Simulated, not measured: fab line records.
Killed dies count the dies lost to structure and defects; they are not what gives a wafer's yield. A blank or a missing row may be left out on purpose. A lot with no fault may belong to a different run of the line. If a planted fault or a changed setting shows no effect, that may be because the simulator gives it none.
A struck lot beside a sound one	flow berkeleyCmos170	23 steps out of a route of 331
Sound: wafers L628.1, L628.3, L628.4. Wafers L633.1, L633.3, L633.6 were the ones struck. The cause is given at the end.
Each step with rows lists, per side, the tool, then ch with its chambers, then its first start. Under that, the readings that differ: sound wafers	struck wafers	difference of the means	sigmas: that difference in standard deviations of wafers without a fault.
alike: readings whose means differ by less than 2 such deviations, and words and numbers that are the same on both sides. not compared: withheld readings, readings that some wafer has no value for, bounds like >300 that may hide the same value, and numbers for which the record gives no deviation and whose values overlap.
A row with sigmas, a row that says differs or no value, or rows on one side alone: a step with any of these is where the two part. Numbers that have no deviation but don't overlap get no sigmas and don't part them. A reading missing from all wafers of one side parts the sides only when that side holds two or more wafers.

first, 1 step without rows for these wafers: UCB170_M2_PRE_CLEAN_00 (preclean etch time 60 s).
UCB170_M2_SPUTTER_01: material Al, target thk 900 nm, time 120 s.
  struck on pvdSputter-03, day 9 07:46; sound on pvdSputter-02, day 8 15:41
  alike: throttleValvePct
UCB170_M2_RS_MEAS_02: measures by four-point-probe.
  struck on filmMetro-02, day 9 07:50; sound on filmMetro-01, day 8 15:46
  alike: M2_AL_RS
UCB170_M2_THK_MEAS_03: measures by xrf.
  struck on filmMetro-02, day 9 07:58; sound on filmMetro-01, day 8 15:53
  alike: M2_AL_THK
then, 3 steps without rows for these wafers: UCB170_M2_HMDS_04 (prime time 60 s); UCB170_M2_COAT_05 (resist thk 900 nm); UCB170_M2_SOFTBAKE_06 (time 60 s).
UCB170_M2_STRIP_07: strips in O2.
  sound on plasmaAsher-03 ch 0,1, day 8 16:24; struck on plasmaAsher-03 ch 1, day 9 08:28
  alike: drypumpMotorCurrentA, oesProductAu, stripTimeToEndpointS
  not compared: rfHoursCounterH
then, 4 steps without rows for these wafers: UCB170_M2_STRIP_08 (strips KrF in DMSO, time 600 s); UCB170_M2_COAT_09; UCB170_M2_COAT_10 (resist thk 900 nm); UCB170_M2_SOFTBAKE_11 (time 60 s).
UCB170_M2_EXPOSE_12: exposes mask METAL2, target cd 700 nm.
  sound on krfScanner-01 ch 0, day 8 17:26; struck on krfScanner-02 ch 0, day 9 09:29
reading	sound	struck	difference	sigmas
exposureDoseMJCm2	26.012 26.043 26.008	17.157 17.255 17.197	-8.818	-99 or more
stageVelMmS (mm/s)	500.35 500.46 500.33	499.68 499.24 499.64	-0.86	-3
  alike: mask
then, 2 steps without rows for these wafers: UCB170_M2_PEB_13; UCB170_M2_DEVELOP_14 (develop time 45 s).
UCB170_M2_CD_MEAS_15 targets a cd of 700 nm.
  struck on cdSem-01, day 9 10:13; sound on cdSem-01, day 8 17:55
reading	sound	struck	difference	sigmas
cdNm (nm)	700.5 699.7 700.3	771.4 774.6 773.2	+72.9	+52
UCB170_M2_OVL_MEAS_16:
  struck on overlay-01, day 9 10:20; sound on overlay-01, day 8 18:02
  alike: M2_OVL
UCB170_M2_ETCH_17: etches BARC in N2/H2.
  sound on rieDiel-01 ch 0,1,2, day 8 18:05; struck on rieDiel-01 ch 0,1,3, day 9 10:22
reading	sound	struck	difference	sigmas
model.M2.cdNm (nm)	700.6 700.3 699.3	770.9 774.7 773.3	+72.9	
  alike: drypumpMotorCurrentA, h2FlowSccm, oesProductAu, throttleValvePct
UCB170_M2_METAL_ETCH_18: etches Al in Cl2/BCl3, stops on SiO2, target depth 1170 nm, time 195 s.
  sound on rieMetal-02 ch 0,1, day 8 18:07; struck on rieMetal-03 ch 0,1, day 9 10:25
reading	sound	struck	difference	sigmas
model.M2.cdNm (nm)	701.4 700 702	769 777.5 778.7	+74	
  alike: drypumpMotorCurrentA, oesProductAu, throttleValvePct
  not compared: rfHoursCounterH
UCB170_M2_STRIP_19: strips in O2.
  sound on plasmaAsher-03 ch 0,1, day 8 18:19; struck on plasmaAsher-04 ch 0,1, day 9 10:36
  alike: drypumpMotorCurrentA, oesProductAu
  not compared: rfHoursCounterH
UCB170_M2_CD_MEAS_90 targets a cd of 700 nm.
  struck on cdSem-01, day 9 10:42; sound on cdSem-01, day 8 18:31
reading	sound	struck	difference	sigmas
cdNm (nm)	701 700 702	769 778 779	+74	+21
UCB170_V2_CVD_00: deposits SiO2 from TEOS/O2, target thk 2000 nm, time 250 s.
  sound on pecvd-04 ch 0,1,2, day 8 18:38; struck on pecvd-04 ch 0,1, day 9 10:49
  alike: heaterPowerW, pressureMtorr
UCB170_M3_PROBE_99:
  struck on prober-02, day 9 16:17; sound on prober-02, day 9 01:55
reading	sound	struck	difference	sigmas
model.etest.pmosTurned.driveUaUm	300.8 301.7 298.1	312.3 308.4 304.5	+8.2	
model.etest.pmos_0p35.driveUaUm	287.7 289 286.4	299 296.9 289.6	+7	
model.etest.pmos_0p6.driveUaUm	162.1 164.5 161.9	169.8 167.2 166.3	+4.9	
model.etest.pmosNarrow.driveUaUm	143.4 143.5 141.6	153.8 151.7 148.8	+8.6	
model.etest.pmos_0p35.offLog10AUm	-11.32 -11.28 -11.3	-10.76 -10.83 -10.9	+0.47	
model.etest.ring.quietLog10A (angstrom)	-8.781 -8.704 -8.728	-8.345 -8.325 -8.467	+0.359	
model.etest.pmos_0p6.offLog10AUm	-13.24 -13.23 -13.21	-12.92 -12.87 -12.85	+0.35	
  not compared: model.etest.pmos_0p35.swingMvDec

## WHERE THEY PART
Last at UCB170_M2_CD_MEAS_90 as far as this record goes, first at UCB170_M2_EXPOSE_12. Later steps at which nothing parts them and some readings are alike: UCB170_V2_CVD_00.

WHY: the cause the simulator had injected
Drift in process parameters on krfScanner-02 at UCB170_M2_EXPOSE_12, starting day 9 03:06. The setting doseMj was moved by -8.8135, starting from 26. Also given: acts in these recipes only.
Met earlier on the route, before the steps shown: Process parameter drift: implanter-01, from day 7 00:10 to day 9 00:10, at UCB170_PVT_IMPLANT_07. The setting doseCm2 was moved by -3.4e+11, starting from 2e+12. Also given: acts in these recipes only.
